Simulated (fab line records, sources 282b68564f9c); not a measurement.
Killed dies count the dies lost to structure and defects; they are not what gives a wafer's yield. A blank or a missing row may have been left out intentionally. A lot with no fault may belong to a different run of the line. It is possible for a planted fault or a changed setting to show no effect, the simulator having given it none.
Problem report in the 8D (eight disciplines) form, filled by code | flow ritCmos | the parts of the form that need people (team, actions taken, sign-off) are left out

## 1. WHAT WENT WRONG
Wafers free of any fault read 3417 (standard deviation 31) for PSD_TW at RIT_PSD_TW_MEAS_10, against a mean of 2646 on 9 wafers of 3 lots. That puts it -25 standard deviations away from the usual mean.
First seen on wafer L525.1, day 4 07:52, on filmMetro-03. At this step, 45 wafers from 15 lots have a number in the record. Rule for "out", or "out of limits": more than 4 standard deviations from the usual mean. Any other wafer with a number is counted as sound.

## 2. WHAT THIS IS AND IS NOT
question                    | is                     | is not
which readings at this step | PSD_TW                 | -
which lots                  | L525, L527, L529       | L519, L520, L521, L522, L524, L531, L533, L536, L537, L538, L541, L542
which wafers of those lots  | all that have a number | -
read on which gauges        | filmMetro-03           | filmMetro-01, filmMetro-02
when                        | from day 4 07:52       | up to then (15 sound wafers); but 21 sound wafers of L531, L533, L536, L537, L538, L541, L542 came after

## 3. WHAT RULES OUT EACH SUSPECT
Counting: any tool at a process step up to the reading is kept as a suspect provided that every lot that is out went through it and no sound lot did after the first of them.
- ruled out: the gauge at RIT_PSD_TW_MEAS_10. All the wafers that are out were read on filmMetro-03, but those of them that RIT_PSD_IMPLANT_08 has rows for are out there too, on other tools.
- implanter-03 at RIT_PSD_IMPLANT_08: ruled out as a lasting fault. Following L525 (day 4 07:32), the first lot on it that is out, the sound lots L541, L542 were run on it.
Left after counting: nothing in the record.

## 4. THE CAUSE (what the simulator had put in)
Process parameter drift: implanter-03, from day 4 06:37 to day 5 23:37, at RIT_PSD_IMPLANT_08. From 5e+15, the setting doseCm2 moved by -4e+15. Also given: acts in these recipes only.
The count ruled it out by mistake, since the rule takes a fault to strike every lot its tool runs from the start of the fault on, and this one did not do so.

## 5. SEQUENCE OF EFFECTS, ordered by route
Each row: a reading whose mean over the struck wafers that have a number lies more than 3 standard deviations from the usual. Only readings for which the record gives a usual standard deviation are gone through. hours: the time from each lot's start at the first step in this table that gives one to its start at this step, as a median over the lots. sigmas: the change in usual standard deviations.
hours | step                    | reading                | usual         | on struck wafers | change     | sigmas
0     | RIT_PSD_IMPLANT_08      | beamOnS                | 11.7 s        | 10.1             | -1.6       | -3.8
0     | RIT_PSD_IMPLANT_08      | doseIonsCm2            | 4.999e+15     | 1.004e+15        | -3.995e+15 | -99 or more
0     | RIT_PSD_IMPLANT_08      | endStationPressureTorr | 1.53e-05 Torr | 7.39e-06         | -7.91e-06  | -9.9
0     | RIT_PSD_IMPLANT_08      | faradayCurrentUA       | 13042         | 3107             | -9935      | -22
0     | RIT_PSD_TW_MEAS_10      | PSD_TW                 | 3417          | 2646             | -771       | -25
1     | RIT_SDANNEAL_RS_MEAS_04 | PSD_RS                 | 115.90 ohm/sq | 151.55           | +35.65     | +99 or more
Process steps it contains:
- RIT_PSD_IMPLANT_08

## 6. WHAT WOULD HAVE CAUGHT IT SOONER
In this record the first reading out of limits at a measuring or inspecting step was taken at day 4 07:52, 1 hour after the fault began at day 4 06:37.
At RIT_PSD_IMPLANT_08, the tool's own readings (doseIonsCm2, endStationPressureTorr, faradayCurrentUA) were out on each struck wafer the step has a row for, so an alarm limit on them would have fired on the first such wafer.
